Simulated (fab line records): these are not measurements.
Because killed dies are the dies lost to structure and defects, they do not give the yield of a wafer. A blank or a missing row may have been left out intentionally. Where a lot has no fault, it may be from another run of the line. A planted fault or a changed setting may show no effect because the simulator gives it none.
The tool behind it: which one? + flow ritCmos + 42 wafers from 14 lots sampled at 4 of the route's 202 steps

WHAT EACH GAUGE READ, for each wafer
RIT_PRETRO_TW_MEAS_10. Usual: for PRETRO_TW the level is 476 and the standard deviation is 5.3.
| lot  | measured    | on           | PRETRO_TW   | flag |
|------|-------------|--------------|-------------|------|
| L271 | day 2 14:25 | filmMetro-01 | 483 484 485 |      |
| L272 | day 2 18:01 | filmMetro-02 | 467 469 464 |      |
| L273 | day 3 00:04 | filmMetro-03 | 476 479 476 |      |
| L274 | day 3 07:05 | filmMetro-01 | 487 485 486 |      |
| L276 | day 3 17:16 | filmMetro-03 | 477 480 480 |      |
| L281 | day 4 17:41 | filmMetro-03 | 475 478 476 |      |
| L282 | day 5 06:20 | filmMetro-03 | 476 474 475 |      |
| L283 | day 5 11:04 | filmMetro-03 | 474 474 473 |      |
| L285 | day 5 17:35 | filmMetro-02 | 470 472 470 |      |
| L286 | day 5 21:47 | filmMetro-03 | 475 476 475 |      |
| L287 | day 6 02:22 | filmMetro-03 | 475 477 476 |      |
| L289 | day 6 10:17 | filmMetro-02 | 469 472 473 |      |
| L291 | day 6 18:23 | filmMetro-03 | 478 477 477 |      |
| L293 | day 7 05:27 | filmMetro-02 | 472 470 468 |      |

RIT_M1_THK_MEAS_02: measures by xrf. Usual: for M1_AL_THK the level is 389 nm and the standard deviation is 5.2.
| lot  | measured    | on           | M1_AL_THK (nm) | flag |
|------|-------------|--------------|----------------|------|
| L271 | day 3 14:17 | filmMetro-01 | 389 390 391    |      |
| L272 | day 3 16:52 | filmMetro-01 | 389 383 386    |      |
| L273 | day 4 00:34 | filmMetro-04 | 388 393 391    |      |
| L274 | day 4 06:01 | filmMetro-04 | 384 389 385    |      |
| L276 | day 4 16:55 | filmMetro-01 | 381 379 380    |      |
| L281 | day 5 19:01 | filmMetro-01 | 382 383 381    |      |
| L282 | day 6 07:56 | filmMetro-04 | 395 403 395    |      |
| L283 | day 6 09:20 | filmMetro-04 | 395 392 392    |      |
| L285 | day 6 20:19 | filmMetro-04 | 390 387 390    |      |
| L286 | day 7 01:52 | filmMetro-04 | 399 391 394    |      |
| L287 | day 6 23:53 | filmMetro-03 | 388 393 387    |      |
| L289 | day 7 10:17 | filmMetro-01 | 383 380 384    |      |
| L291 | day 7 16:28 | filmMetro-03 | 385 387 392    |      |
| L293 | day 8 02:27 | filmMetro-01 | 382 386 381    |      |

WHAT TOOL EACH LOT RAN ON (gives the tool, then ch and the chambers of the sampled wafers, and finally the start)
| lot  | RIT_PWELL_STRIP_09                 | RIT_PRETRO_COAT_01              |
|------|------------------------------------|---------------------------------|
| L271 | plasmaAsher-02 ch 0,1, day 2 05:02 | lithoTrack-04 ch 0, day 2 12:56 |
| L272 | plasmaAsher-02 ch 0,1, day 2 09:07 | lithoTrack-02 ch 0, day 2 16:41 |
| L273 | plasmaAsher-02 ch 0,1, day 2 14:28 | lithoTrack-02 ch 0, day 2 22:45 |
| L274 | plasmaAsher-04 ch 0,1, day 2 22:17 | lithoTrack-02 ch 0, day 3 05:37 |
| L276 | plasmaAsher-04 ch 0,1, day 3 07:27 | lithoTrack-02 ch 0, day 3 15:49 |
| L281 | plasmaAsher-02 ch 0,1, day 4 05:15 | lithoTrack-01 ch 0, day 4 16:13 |
| L282 | plasmaAsher-04 ch 0,1, day 4 18:08 | lithoTrack-01 ch 0, day 5 04:55 |
| L283 | plasmaAsher-01 ch 0,1, day 5 00:31 | lithoTrack-02 ch 0, day 5 09:36 |
| L285 | plasmaAsher-04 ch 0,1, day 5 07:29 | lithoTrack-04 ch 0, day 5 16:15 |
| L286 | plasmaAsher-01 ch 0,1, day 5 13:05 | lithoTrack-04 ch 0, day 5 20:20 |
| L287 | plasmaAsher-01 ch 0,1, day 5 15:05 | lithoTrack-02 ch 0, day 6 01:01 |
| L289 | plasmaAsher-02 ch 0,1, day 6 00:02 | lithoTrack-02 ch 0, day 6 08:58 |
| L291 | plasmaAsher-01 ch 1, day 6 08:59   | lithoTrack-04 ch 0, day 6 17:00 |
| L293 | plasmaAsher-02 ch 0,1, day 6 20:34 | lithoTrack-04 ch 0, day 7 04:10 |
- RIT_PWELL_STRIP_09: strips in O2, time 180 s.
- RIT_PRETRO_COAT_01: resist thk 1300 nm.

AS READ BY THE TOOLS THEMSELVES (means over the sampled wafers that have a number; for cases with no such wafer, the mark the record gives instead)
RIT_PWELL_STRIP_09. Usual: drypumpMotorCurrentA 5.68 A, standard deviation 0.22.
| lot  | tool           | drypumpMotorCurrentA (A) | flag |
|------|----------------|--------------------------|------|
| L271 | plasmaAsher-02 | 5.62                     |      |
| L272 | plasmaAsher-02 | 5.64                     |      |
| L273 | plasmaAsher-02 | 5.64                     |      |
| L274 | plasmaAsher-04 | 5.56                     |      |
| L276 | plasmaAsher-04 | 5.58                     |      |
| L281 | plasmaAsher-02 | 5.65                     |      |
| L282 | plasmaAsher-04 | 5.57                     |      |
| L283 | plasmaAsher-01 | 5.74                     |      |
| L285 | plasmaAsher-04 | 5.58                     |      |
| L286 | plasmaAsher-01 | 5.68                     |      |
| L287 | plasmaAsher-01 | 5.69                     |      |
| L289 | plasmaAsher-02 | 5.64                     |      |
| L291 | plasmaAsher-01 | 5.76                     |      |
| L293 | plasmaAsher-02 | 5.64                     |      |

RIT_PRETRO_COAT_01. Usual: spinSpeedRpm 1999.9 rpm, standard deviation 1.2.
| lot  | tool          | spinSpeedRpm (rpm) | flag |
|------|---------------|--------------------|------|
| L271 | lithoTrack-04 | 1998.9             |      |
| L272 | lithoTrack-02 | 2001.1             |      |
| L273 | lithoTrack-02 | 2001.3             |      |
| L274 | lithoTrack-02 | 1999.9             |      |
| L276 | lithoTrack-02 | 1999.9             |      |
| L281 | lithoTrack-01 | 1829.2             | OFF  |
| L282 | lithoTrack-01 | 1829.0             | OFF  |
| L283 | lithoTrack-02 | 1998.8             |      |
| L285 | lithoTrack-04 | 2000.9             |      |
| L286 | lithoTrack-04 | 1999.8             |      |
| L287 | lithoTrack-02 | 2001.4             |      |
| L289 | lithoTrack-02 | 1999.7             |      |
| L291 | lithoTrack-04 | 2000.7             |      |
| L293 | lithoTrack-04 | 2000.7             |      |

THE ANSWER, worked out from the rows above alone
Rule: lot off if the mean of its wafers having a number is beyond 3 standard deviations from the usual mean. Also off: a lot with no number at a reading for which 4 or more lots have one. All remaining lots with rows at the step are treated as sound. First the gauges in route order, then the tools' own readings, where a lot's mean is used as printed above. The first step at which some lot is off is used, and at that step the reading that is off furthest; a lot without a number counts as furthest.
Off: L281, L282 (RIT_PRETRO_COAT_01, spinSpeedRpm).
A tool fits if, at that step or a process step before it, it ran every lot that is off, and no sound lot after the first of them. One candidate fits, namely lithoTrack-01 at RIT_PRETRO_COAT_01. It ran no sound lot before its first lot that is off in this sample, so the start can't be narrowed down.
On the lots that are off, the tool's own readings at RIT_PRETRO_COAT_01 differ by more than 5 times the standard deviation of the sound lots' means, which bears it out; spinSpeedRpm reads 1829.1 rpm there versus 2000.3 rpm on the sound lots.

WHAT THE SIMULATOR HAD INSERTED
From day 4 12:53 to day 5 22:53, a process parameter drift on lithoTrack-01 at RIT_PRETRO_COAT_01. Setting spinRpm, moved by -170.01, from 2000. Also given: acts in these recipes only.
Struck lots among those shown: L281, L282. This agrees with what the rule above found.
